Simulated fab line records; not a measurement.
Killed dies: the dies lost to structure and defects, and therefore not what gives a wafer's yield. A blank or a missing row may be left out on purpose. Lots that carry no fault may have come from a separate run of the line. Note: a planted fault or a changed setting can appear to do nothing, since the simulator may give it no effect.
Tool commonality check | flow ritCmos | 48 wafers sampled across 16 lots

## REASON FOR OPENING
At RIT_NRETRO_OVL_MEAS_06 the reading NRETRO_OVL is flagged on 4 of 16 lots. Fault-free wafers read 0.1 nm, with a standard deviation of 1.3.
Rule: a lot is flagged in two cases, either no wafer of it has a number, or all its wafers with numbers fall more than 4 standard deviations from that mean. As for the other lots, they are considered sound.

lot  | measured    | on         | NRETRO_OVL (nm), wafer by wafer | flag
L794 | day 2 05:28 | overlay-01 | -1.0 -0.6 -1.2                  | 
L795 | day 2 10:23 | overlay-02 | -0.8 -0.6 -1.8                  | 
L797 | day 2 19:56 | overlay-02 | 2.4 1.0 0.0                     | 
L798 | day 3 01:59 | overlay-01 | 0.2 0.1 0.8                     | 
L799 | day 3 06:32 | overlay-02 | -2.3 -1.3 0.4                   | 
L801 | day 3 15:55 | overlay-02 | -0.1 -1.5 -0.1                  | 
L805 | day 4 12:22 | overlay-02 | -0.9 -1.5 -2.4                  | 
L806 | day 4 17:00 | overlay-02 | 0.7 2.0 0.8                     | 
L807 | day 4 22:48 | overlay-02 | -301.0 -300.8 -299.1            | FLAGGED
L808 | day 5 03:50 | overlay-01 | -1.8 -0.4 -0.1                  | 
L810 | day 5 13:29 | overlay-02 | -299.6 -297.9 -298.5            | FLAGGED
L811 | day 5 18:19 | overlay-02 | -299.0 -297.2 -298.7            | FLAGGED
L813 | day 6 03:41 | overlay-02 | -1.5 0.1 -0.7                   | 
L815 | day 6 13:58 | overlay-01 | -299.6 -298.5 -298.0            | FLAGGED
L816 | day 6 22:55 | overlay-02 | 0.9 0.4 -0.8                    | 
L817 | day 7 03:53 | overlay-02 | -0.4 1.2 0.0                    | 
Averaged over the flagged lots the numbers come to -299.0 nm, -299.1 nm from the usual (-99 or more standard deviations).

## EACH LOT AND THE TOOL IT RAN ON
The record keeps 1 process step preceding the reading, out of 202 steps on the route. Read each cell as the tool, then ch plus the chambers that the sampled wafers visited, then the start.
lot  | flag    | RIT_NRETRO_EXPOSE_03
L794 |         | ilineStepper-02 ch 0, day 2 05:02
L795 |         | ilineStepper-01 ch 0, day 2 09:57
L797 |         | ilineStepper-02 ch 0, day 2 19:32
L798 |         | ilineStepper-02 ch 0, day 3 01:35
L799 |         | ilineStepper-01 ch 0, day 3 06:07
L801 |         | ilineStepper-01 ch 0, day 3 15:31
L805 |         | ilineStepper-02 ch 0, day 4 11:48
L806 |         | ilineStepper-01 ch 0, day 4 16:34
L807 | FLAGGED | ilineStepper-02 ch 0, day 4 22:23
L808 |         | ilineStepper-01 ch 0, day 5 03:24
L810 | FLAGGED | ilineStepper-02 ch 0, day 5 13:04
L811 | FLAGGED | ilineStepper-02 ch 0, day 5 17:53
L813 |         | ilineStepper-01 ch 0, day 6 03:15
L815 | FLAGGED | ilineStepper-02 ch 0, day 6 13:32
L816 |         | ilineStepper-01 ch 0, day 6 22:30
L817 |         | ilineStepper-01 ch 0, day 7 03:28
What these steps do:
- RIT_NRETRO_EXPOSE_03: exposes mask M4, target cd 43900 nm.
- RIT_NRETRO_OVL_MEAS_06

## FLAGGED AGAINST TOTAL, ONE TOOL AT A TIME (gauges that did the reading follow at the end)
step                   | tool            | lots run | flagged | share of the flagged lots | sound lots run after its first flagged lot
RIT_NRETRO_EXPOSE_03   | ilineStepper-01 | 8        | 0       | none                      | -
RIT_NRETRO_EXPOSE_03   | ilineStepper-02 | 8        | 4       | all                       | 0
RIT_NRETRO_OVL_MEAS_06 | overlay-01      | 4        | 1       | some                      | 0
RIT_NRETRO_OVL_MEAS_06 | overlay-02      | 12       | 3       | some                      | 3 (L813,L816,L817)

## WHAT IS ALLOWED BY THE TABLE
All flagged lots share 1 row of the table, namely ilineStepper-02 at RIT_NRETRO_EXPOSE_03.
- ilineStepper-02 at RIT_NRETRO_EXPOSE_03 ran 8 lots, 4 of them flagged. Last sound lot L805 at day 4 11:48, first flagged lot L807 at day 4 22:23; a fault beginning in between fits.
ilineStepper-02 at RIT_NRETRO_EXPOSE_03 is the single tool remaining.

## WHAT HAD BEEN PUT IN BY THE SIMULATOR
Scanner matching overlay: ilineStepper-02, from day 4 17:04 on, at RIT_NRETRO_EXPOSE_03. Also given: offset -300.
Struck lots among those shown: L807, L810, L811, L815. The same result came from the rule above.
